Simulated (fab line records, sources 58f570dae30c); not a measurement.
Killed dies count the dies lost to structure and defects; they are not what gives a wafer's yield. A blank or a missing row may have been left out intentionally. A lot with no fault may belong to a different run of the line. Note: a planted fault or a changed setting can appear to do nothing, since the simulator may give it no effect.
Chamber matching + flow berkeley_cmos170 + rie_diel-04 running UCB170_GATE_ETCH_14: 4 sister chambers
The step etches BARC in N2/H2. 4 wafers are shown with their chamber, then 7 later ones without.

## WAFERS, EACH WITH ITS CHAMBER
| wafer  | chamber | drypump_motor_current_A (A) |
|--------|---------|-----------------------------|
| L874.2 | 2       | 6.1                         |
| L887.1 | 1       | 5.9                         |
| L889.2 | 0       | 5.9                         |
| L889.3 | 3       | 5.3                         |

## WAFERS WITHOUT THEIR CHAMBER
| wafer  | drypump_motor_current_A (A) |
|--------|-----------------------------|
| L889.6 | 5.9                         |
| L892.1 | 5.3                         |
| L892.4 | 5.9                         |
| L892.6 | 5.3                         |
| L893.1 | 5.9                         |
| L893.2 | 5.3                         |
| L893.4 | 6.0                         |

## THE CHAMBER EACH PASSED THROUGH
| wafer  | from the rows above          | in truth |
|--------|------------------------------|----------|
| L889.6 | can't be placed: 0 or 1      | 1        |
| L892.1 | 3                            | 3        |
| L892.4 | can't be placed: 0 or 1      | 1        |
| L892.6 | 3                            | 3        |
| L893.1 | can't be placed: 0 or 1      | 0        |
| L893.2 | 3                            | 3        |
| L893.4 | can't be placed: 0 or 1 or 2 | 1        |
Correctly placed: 3 of 7. Can't be placed from these rows: 4 (the true chamber is among the candidates in 4). Number placed wrongly: 0.
How it was worked out, from the rows above alone: a wafer's distance from a chamber is the root of the sum, over the readings, of the square of ((its reading less the chamber's mean) divided by the reading's scatter). If the next closest chamber is less than 2 further off than the closest, the wafer can't be placed; otherwise it belongs to the closest. For every chamber, the mean is computed from those of its wafers that are shown. The scatter: with one shown wafer a chamber, the root of the mean of the squares of how far each hidden wafer lies from its nearest shown one.
